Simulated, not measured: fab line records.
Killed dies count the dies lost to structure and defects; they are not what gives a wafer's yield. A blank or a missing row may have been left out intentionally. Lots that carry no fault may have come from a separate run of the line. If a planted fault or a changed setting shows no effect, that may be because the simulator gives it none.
Problem report, 8D (eight disciplines) form, completed by code / flow rit cmos / the parts of the form that need people (team, actions taken, sign-off) are left out

## 1. THE PROBLEM
RIT_M1_PROBE_99, killed at contacts: mean 4.0 over 1 wafer from 1 lot; wafers with no fault: 0.1, standard deviation 0.34. Relative to the usual mean, that is a shift of +11 standard deviations.
First observed at day 6 15:53: wafer L224.4, on prober-02. At this step, 7 wafers from 3 lots have a number in the record. Rule for "out" (also "out of limits"): further than 4 standard deviations from the usual mean. The other wafers with a number count as sound.

## 2. WHAT IT IS AND WHAT IT IS NOT
question=which readings at this step | is=killed at contacts | is not=killed at front end, killed dies, killed open, killed short
question=which lots | is=L224 | is not=L219, L226
question=which wafers of those lots | is=all that have a number | is not=-
question=read on which tools | is=prober-02 | is not=prober-01
question=when | is=from day 6 15:53 | is not=up to then (3 sound wafers); but 3 sound wafers of L226 came after

## 3. THE SUSPECTS, EACH WITH WHAT RULES IT OUT
Counting: any tool at a process step up to the reading is kept as a suspect provided that every lot that is out went through it and no sound lot did after the first of them.
- rtp anneal-02 at RIT_SILICIDE_RTA_06 (time 10 s, ramp up 5 s, ramp down 10 s): kept. It ran the lot that is out, L224 (day 6 08:02), and no sound lot after that; its last sound lot up to then is L219 (day 5 04:25).
- pecvd-02 at RIT_CONTACT_CVD_00 (deposits SiO2 from TEOS, target thk 400 nm, time 61 s): kept. It ran the lot that is out, L224 (day 6 08:05), and no sound lot after that; its last sound lot up to then is L219 (day 5 04:28).
- rie diel-01 at RIT_CONTACT_ETCH_11 (etches SiO2 in CHF3/CF4/Ar, stops on TiSi2, target depth 480 nm, time 320 s): kept. It ran the lot that is out, L224 (day 6 09:28), and no sound lot after that.
- plasma asher-01 at RIT_CONTACT_STRIP_12 (strips in O2, time 180 s): kept. It ran the lot that is out, L224 (day 6 09:40), and no sound lot after that; its last sound lot up to then is L219 (day 5 06:10).
- pvd sputter-04 at RIT_M1_SPUTTER_00 (material Al, target thk 400 nm, time 500 s): kept. It ran the lot that is out, L224 (day 6 10:20), and no sound lot after that; its last sound lot up to then is L219 (day 5 06:49).
- rie metal-03 at RIT_M1_METAL_ETCH_12 (etches Al in Cl2/BCl3, stops on SiO2, time 165 s, target depth 600 nm): kept. It ran the lot that is out, L224 (day 6 12:05), and no sound lot after that; its last sound lot up to then is L219 (day 5 08:43).
- prober-02 at RIT_M1_PROBE_99: kept. It ran the lot that is out, L224 (day 6 15:53), and no sound lot after that; its last sound lot up to then is L219 (day 5 11:01). On those wafers its own readings are out: killed at contacts.
Left after counting: rtp anneal-02 at RIT_SILICIDE_RTA_06, pecvd-02 at RIT_CONTACT_CVD_00, rie diel-01 at RIT_CONTACT_ETCH_11, plasma asher-01 at RIT_CONTACT_STRIP_12, pvd sputter-04 at RIT_M1_SPUTTER_00, rie metal-03 at RIT_M1_METAL_ETCH_12, prober-02 at RIT_M1_PROBE_99.

## 4. THE CAUSE (what the simulator had put in)
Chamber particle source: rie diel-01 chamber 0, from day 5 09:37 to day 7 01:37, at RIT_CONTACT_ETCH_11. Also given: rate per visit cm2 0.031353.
After counting, 7 suspects remain, this tool included.

## 5. SEQUENCE OF EFFECTS, ordered by route
One row per reading whose mean, taken over the struck wafers that have a number, lies over 3 standard deviations from the usual. Readings are gone through only where the record gives a usual standard deviation; hours: the median, over the lots, of the time from a lot's start at the first step in this table giving one to that lot's start at this step; sigmas: the change measured in usual standard deviations.
hours=0; step=RIT_M1_PROBE_99; reading=killed at contacts; usual=0.1; on struck wafers=4.0; change=+3.9; sigmas=+11
Process steps it contains:
- RIT_M1_PROBE_99

## 6. HOW IT WOULD HAVE BEEN CAUGHT EARLIER
In this record the first reading out of limits was taken at day 6 15:53, 30 hours after the fault began at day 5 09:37.
No tool reading at RIT_CONTACT_ETCH_11 that has a usual standard deviation in the record was out on any struck wafer, so an alarm limit of 4 standard deviations on those readings would not have fired.
Lots out: 1; all had begun RIT_CONTACT_ETCH_11 on rie diel-01 by day 6 15:53. None of them would have been spared by holding the tool at that moment.
